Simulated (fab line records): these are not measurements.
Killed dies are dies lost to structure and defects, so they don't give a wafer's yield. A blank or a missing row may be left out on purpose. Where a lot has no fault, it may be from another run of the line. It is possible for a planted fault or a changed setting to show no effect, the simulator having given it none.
Split-lot trial ; flow rit-cmos ; 23 wafers read across 5 lots, on a route 202 steps long

## THE SPLIT ITSELF
At RIT_PWELL_SOFTBAKE_02 (time 60 s), the setting temp-c was moved away from the recipe's 90 C on 9 of the 23 wafers read, by -1.2% to +2.9%. The other wafers ran this setting at the recipe's value.

## FROM THE SPLIT TO THE READING: what the file shows between them, 2 steps
- RIT_PWELL_EXPOSE_03: exposes mask M3, target cd 43700 nm
- RIT_PWELL_PEB_04

## THE READING
NOVOLAK_of_PWELL_COAT_01.thk-nm (the simulator's own value, which no gauge read), in nm, at RIT_PWELL_DEVELOP_05 (develop time 68 s). The file gives no usual value for it. Across the 14 wafers here that went through the recipe, the average is 1301 nm and the standard deviation 2.7 nm.

wafer;tool, chamber at the split;temp-c as run, C;against the recipe;NOVOLAK_of_PWELL_COAT_01.thk-nm, nm;against lot-mates on the recipe
L076.1;litho-track-04, 0;90;recipe;1299;-
L076.2;litho-track-04, 0;90;recipe;1297;-
L076.6;litho-track-04, 0;90;recipe;1303;-
L077.2;litho-track-04, 0;92.16;+2.4%;1290;-8
L077.3;litho-track-04, 0;92.16;+2.4%;1292;-6
L077.4;litho-track-04, 0;90;recipe;1298;-
L077.5;litho-track-04, 0;90;recipe;1298;-
L077.6;litho-track-04, 0;92.16;+2.4%;1291;-7
L079.2;litho-track-04, 0;90;recipe;1299;-
L079.3;litho-track-04, 0;91.41;+1.6%;1299;-3
L079.4;litho-track-04, 0;90;recipe;1302;-
L079.5;litho-track-04, 0;91.41;+1.6%;1298;-4
L079.6;litho-track-04, 0;90;recipe;1305;-
L080.1;litho-track-01, 0;92.65;+2.9%;1290;-13
L080.2;litho-track-01, 0;90;recipe;1306;-
L080.4;litho-track-01, 0;90;recipe;1302;-
L080.5;litho-track-01, 0;90;recipe;1300;-
L080.6;litho-track-01, 0;92.65;+2.9%;1291;-12
L084.1;litho-track-03, 0;90;recipe;1304;-
L084.2;litho-track-03, 0;88.91;-1.2%;1305;+2
L084.3;litho-track-03, 0;90;recipe;1302;-
L084.4;litho-track-03, 0;90;recipe;1302;-
L084.5;litho-track-03, 0;88.91;-1.2%;1308;+5

FIT RESULTS
A straight line over all 23 wafers: NOVOLAK_of_PWELL_COAT_01.thk-nm changes by -3.8 nm for each +1% of temp-c; r = -0.89; the points scatter about the line by 2.5 nm.
The same after taking each lot's own level away (the mean of its wafers on the recipe; 23 wafers): -3.38 nm for each +1%; r = -0.91; scatter 2 nm.
According to that fit, moving temp-c by its largest amount changes the reading by 9.9 nm.
Measured against the standard deviation above, the lots' own levels, which go from 1298.0 to 1302.7 nm, span 1.7 times it.
So the slope is not independent of the lot-to-lot level: the two fits are not the same.
Check: for one of the wafers moved furthest among these (+2.9%), held out of the fit, the line's prediction against its lot-mates is -9.14 nm. It came out at -12.7 nm against them.

## OTHER SPLITS ON THESE WAFERS
Note: prior to the reading, these wafers also went through further splits. Each is held against what the fit with the lots' levels taken away leaves over:
other split on the same wafers;wafers away from the commonest value;r with NOVOLAK_of_PWELL_COAT_01.thk-nm (lot level and that fit taken away)
RIT_ACTIVE_OXIDATION_01 ox-time-s;15;+0.01
RIT_ACTIVE_CVD_03 time-s;15;-0.21
RIT_ACTIVE_ETCH_13 pressure-mtorr;15;+0.23
RIT_FOX1_OXIDATION_00 ox-time-s;15;-0.21
RIT_NWELL_IMPLANT_08 energy-kev;5;+0.20

## THE FILE'S OWN FIT
NOVOLAK_of_PWELL_COAT_01.thk-nm changes by -3.38 nm for each +1% of temp-c, r = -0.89.
